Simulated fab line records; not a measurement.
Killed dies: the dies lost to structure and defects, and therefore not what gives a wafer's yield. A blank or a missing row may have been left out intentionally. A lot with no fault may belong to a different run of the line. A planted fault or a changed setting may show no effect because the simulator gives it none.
Which tool is to blame? + flow rit-cmos + Sampling: 14 lots, 42 wafers, 3 of 202 route steps

WHAT THE GAUGES SHOWED, per wafer
RIT_PLDD_TW_MEAS_10.
| lot  | measured    | on            | PLDD_TW                       |
|------|-------------|---------------|-------------------------------|
| L132 | day 3 06:45 | film-metro-01 | 2340 2347 2333                |
| L133 | day 3 10:07 | film-metro-03 | 2380 2380 2381                |
| L134 | day 3 14:25 | film-metro-03 | 2380 2380 2364                |
| L136 | day 4 03:35 | film-metro-03 | 2372 2358 2360                |
| L138 | day 4 08:31 | film-metro-01 | 2711 2699 2727 2709 2710 2715 |
| L140 | day 4 17:40 | film-metro-03 | 2366 2366 2367                |
| L141 | day 4 23:15 | film-metro-03 | 2370 2369 2369                |
| L143 | day 5 09:49 | film-metro-03 | 2730 2724 2740 2725 2736 2723 |
| L146 | day 6 02:28 | film-metro-03 | 2379 2379 2369                |
| L148 | day 6 15:56 | film-metro-04 | 2329 2336 2328                |
| L149 | day 6 23:09 | film-metro-01 | 2335 2342 2330                |
| L150 | day 7 05:45 | film-metro-03 | 2378 2361 2375                |
| L153 | day 8 00:37 | film-metro-01 | 2339 2329 2340                |
| L154 | day 8 03:29 | film-metro-03 | 2368 2364 2367                |

RIT_SDANNEAL_RS_MEAS_06: a four-point-probe measurement.
| lot  | measured    | on            | PLDD_RS (ohm/sq)                    |
|------|-------------|---------------|-------------------------------------|
| L132 | day 3 14:53 | film-metro-01 | 179.3 179.4 179.7                   |
| L133 | day 3 17:00 | film-metro-01 | 178.5 179.6 179.3                   |
| L134 | day 3 21:19 | film-metro-03 | 179.3 179.6 179.5                   |
| L136 | day 4 11:02 | film-metro-01 | 178.4 178.8 179.2                   |
| L138 | day 4 17:39 | film-metro-01 | 153.0 152.2 152.9 152.5 152.6 152.9 |
| L140 | day 5 00:20 | film-metro-03 | 178.7 179.2 178.8                   |
| L141 | day 5 05:34 | film-metro-01 | 178.3 178.2 178.0                   |
| L143 | day 5 22:12 | film-metro-04 | 152.9 152.8 152.5 152.8 152.9 152.8 |
| L146 | day 6 08:39 | film-metro-01 | 177.3 177.8 177.9                   |
| L148 | day 6 22:01 | film-metro-04 | 179.1 179.0 179.1                   |
| L149 | day 7 05:13 | film-metro-04 | 178.6 178.0 178.2                   |
| L150 | day 7 12:20 | film-metro-01 | 179.2 178.6 178.7                   |
| L153 | day 8 07:55 | film-metro-04 | 178.4 179.0 179.1                   |
| L154 | day 8 09:47 | film-metro-04 | 178.4 178.9 178.2                   |

EACH LOT AND THE TOOL THAT RAN IT (in order: tool; ch and the chambers of the sampled wafers; start)
| lot  | RIT_PLDD_IMPLANT_08            |
|------|--------------------------------|
| L132 | implanter-03 ch 0, day 3 06:26 |
| L133 | implanter-02 ch 0, day 3 09:47 |
| L134 | implanter-04 ch 0, day 3 14:07 |
| L136 | implanter-04 ch 0, day 4 03:17 |
| L138 | implanter-04 ch 0, day 4 08:14 |
| L140 | implanter-02 ch 0, day 4 17:21 |
| L141 | implanter-02 ch 0, day 4 22:56 |
| L143 | implanter-04 ch 0, day 5 09:31 |
| L146 | implanter-02 ch 0, day 6 02:08 |
| L148 | implanter-03 ch 0, day 6 15:38 |
| L149 | implanter-03 ch 0, day 6 22:49 |
| L150 | implanter-02 ch 0, day 7 05:25 |
| L153 | implanter-04 ch 0, day 8 00:20 |
| L154 | implanter-04 ch 0, day 8 03:10 |
- RIT_PLDD_IMPLANT_08

WHAT THE TOOLS THEMSELVES READ (means of the sampled wafers that have a number; where no wafer has one, the mark that the record gives instead)
RIT_PLDD_IMPLANT_08.
| lot  | tool         | dose-ions-cm2 | end-station-pressure-torr (Torr) | faraday-current-uA |
|------|--------------|---------------|----------------------------------|--------------------|
| L132 | implanter-03 | 9.006e+14     | 7.3e-06                          | 2785               |
| L133 | implanter-02 | 9.003e+14     | 7.4e-06                          | 2836               |
| L134 | implanter-04 | 9.005e+14     | 7.4e-06                          | 2791               |
| L136 | implanter-04 | 9.002e+14     | 7.4e-06                          | 2778               |
| L138 | implanter-04 | 1.710e+15     | 9.3e-06                          | 5303               |
| L140 | implanter-02 | 9.007e+14     | 7.0e-06                          | 2807               |
| L141 | implanter-02 | 9.005e+14     | 7.2e-06                          | 2806               |
| L143 | implanter-04 | 1.710e+15     | 9.6e-06                          | 5361               |
| L146 | implanter-02 | 8.997e+14     | 7.4e-06                          | 2780               |
| L148 | implanter-03 | 8.995e+14     | 7.4e-06                          | 2819               |
| L149 | implanter-03 | 8.999e+14     | 7.7e-06                          | 2873               |
| L150 | implanter-02 | 9.002e+14     | 7.4e-06                          | 2837               |
| L153 | implanter-04 | 9.005e+14     | 7.0e-06                          | 2808               |
| L154 | implanter-04 | 8.987e+14     | 7.2e-06                          | 2825               |

THE ANSWER, worked out from the rows above alone
Rule: the usual values come from the lots themselves. The widest of any qualifying gaps counts: lots, ordered by their means at a reading, are off when they make up no more than a third of the lots, leave a main group of 4 or more, and stand apart from it by 3 or more times the standard deviation of that group's means. If all means in a main group match to the digits the tables above print for the reading, that group is not used. Also off: a lot with no number at a reading for which 4 or more lots have one. All remaining lots with rows at the step are treated as sound. Order of review: gauges by route order, followed by the tools' own readings, for which a lot's mean as printed above is used. The first step at which some lot is off is used, and at that step the reading that is off furthest; a lot without a number counts as furthest.
Off: L138, L143, at RIT_PLDD_TW_MEAS_10 (PLDD_TW). Main group: mean 2359, sd 17.
A tool fits if, at a process step before that reading, it ran every lot that is off, and no sound lot after the first of them. Not tried: the gauges at RIT_PLDD_TW_MEAS_10; whatever is off there is also off at RIT_PLDD_IMPLANT_08, on other tools, and gauge error can't account for it. Of those tried, none fits.

WHAT THE SIMULATOR HAD PUT IN
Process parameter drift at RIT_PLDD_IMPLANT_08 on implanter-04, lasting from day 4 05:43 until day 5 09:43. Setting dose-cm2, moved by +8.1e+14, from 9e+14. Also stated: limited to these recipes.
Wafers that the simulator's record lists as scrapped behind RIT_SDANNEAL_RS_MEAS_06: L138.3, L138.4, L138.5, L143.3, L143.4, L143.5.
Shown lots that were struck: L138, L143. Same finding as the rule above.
